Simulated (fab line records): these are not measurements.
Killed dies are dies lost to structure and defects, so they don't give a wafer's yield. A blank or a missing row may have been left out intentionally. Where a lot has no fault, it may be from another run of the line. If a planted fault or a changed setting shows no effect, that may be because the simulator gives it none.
Split-lot experiment + flow berkeley-cmos170 + route with 331 steps; 5 lots, 23 wafers read

## ABOUT THE SPLIT
At UCB170_SILICIDE_SPUTTER_01 (material Ti, target thk 30 nm, time 25 s), the setting time-s was moved away from the recipe's 25 s on 7 of the 23 wafers read, by -14.6% to +8.7%. For the rest of the wafers, this setting stayed at what the recipe calls for.

## SPLIT TO READING: what lies between them in the file, 1 step
- UCB170_SILICIDE_RS_MEAS_02: measures by four-point-probe

## THE READING
SILICIDE_TI_THK, in nm, at UCB170_SILICIDE_THK_MEAS_03 (measures by xrf). A value of 30.1 nm with a standard deviation of 0.43 nm is what fault-free wafers of this fab line usually give.

| wafer  | tool, chamber at the split | time-s as run, s | against the recipe | SILICIDE_TI_THK, nm | against lot-mates on the recipe |
|--------|----------------------------|------------------|--------------------|---------------------|---------------------------------|
| L075.1 | pvd-sputter-02, -          | 25               | recipe             | 29.7                | -                               |
| L075.2 | pvd-sputter-02, -          | 25               | recipe             | 29.7                | -                               |
| L075.3 | pvd-sputter-02, -          | 25               | recipe             | 30.0                | -                               |
| L075.5 | pvd-sputter-02, -          | 21.36            | -14.6%             | 25.5                | -4.3                            |
| L075.6 | pvd-sputter-02, -          | 21.36            | -14.6%             | 25.6                | -4.2                            |
| L076.2 | pvd-sputter-02, -          | 27.17            | +8.7%              | 32.4                | +2.6                            |
| L076.3 | pvd-sputter-02, -          | 25               | recipe             | 29.6                | -                               |
| L076.4 | pvd-sputter-02, -          | 25               | recipe             | 29.8                | -                               |
| L076.5 | pvd-sputter-02, -          | 27.17            | +8.7%              | 32.5                | +2.7                            |
| L076.6 | pvd-sputter-02, -          | 25               | recipe             | 30.0                | -                               |
| L079.2 | pvd-sputter-04, -          | 25               | recipe             | 30.7                | -                               |
| L079.3 | pvd-sputter-04, -          | 25               | recipe             | 30.6                | -                               |
| L079.4 | pvd-sputter-04, -          | 23.09            | -7.6%              | 28.5                | -2.1                            |
| L079.5 | pvd-sputter-04, -          | 23.09            | -7.6%              | 28.5                | -2.1                            |
| L079.6 | pvd-sputter-04, -          | 23.09            | -7.6%              | 28.4                | -2.2                            |
| L082.1 | pvd-sputter-04, -          | 25               | recipe             | 29.9                | -                               |
| L082.3 | pvd-sputter-04, -          | 25               | recipe             | 30.0                | -                               |
| L082.4 | pvd-sputter-04, -          | 25               | recipe             | 29.8                | -                               |
| L082.5 | pvd-sputter-04, -          | 25               | recipe             | 30.1                | -                               |
| L082.6 | pvd-sputter-04, -          | 25               | recipe             | 29.9                | -                               |
| L083.1 | pvd-sputter-02, -          | 25               | recipe             | 29.8                | -                               |
| L083.3 | pvd-sputter-02, -          | 25               | recipe             | 29.5                | -                               |
| L083.5 | pvd-sputter-02, -          | 25               | recipe             | 29.8                | -                               |

THE FIT
A straight line over all 23 wafers: SILICIDE_TI_THK changes by +0.276 nm for each +1% of time-s; r = +0.97; the points scatter about the line by 0.38 nm.
The same after taking each lot's own level away (the mean of its wafers on the recipe; 23 wafers): +0.294 nm for each +1%; r = +1.00; scatter 0.12 nm.
Per that fit: largest time-s move, reading shift of 4.3 nm.
Across the lots, their own levels run from 29.70 to 30.65 nm, a range of 2.2 times the standard deviation given above.
The two slopes are in agreement: the lot-to-lot level therefore moves the slope only a little.
Check: -4.25 nm against its lot-mates is what the line predicts for one of the wafers moved furthest among these (-14.6%) when that wafer is left out of the fit. It came out at -4.3 nm against them.

## THE WHOLE CHAIN: every reading that the file lists as answering this split, in the file's order
| step                        | what it does                             | reading                                                                           | change (the file's fit)               | r (the file's) |
|-----------------------------|------------------------------------------|-----------------------------------------------------------------------------------|---------------------------------------|----------------|
| UCB170_SILICIDE_SPUTTER_01  | material Ti, target thk 30 nm, time 25 s | Ti_of_SILICIDE_SPUTTER_01.thk-nm (the simulator's own value, which no gauge read) | +0.292 nm for each +1% of the setting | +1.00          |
| UCB170_SILICIDE_RS_MEAS_02  | measures by four-point-probe             | SILICIDE_TI_RS                                                                    | -0.334 for each +1% of the setting    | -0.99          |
| UCB170_SILICIDE_THK_MEAS_03 | measures by xrf                          | SILICIDE_TI_THK                                                                   | +0.292 for each +1% of the setting    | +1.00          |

## THE FILE'S OWN FIT
SILICIDE_TI_THK changes by +0.292 nm for each +1% of time-s, r = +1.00.
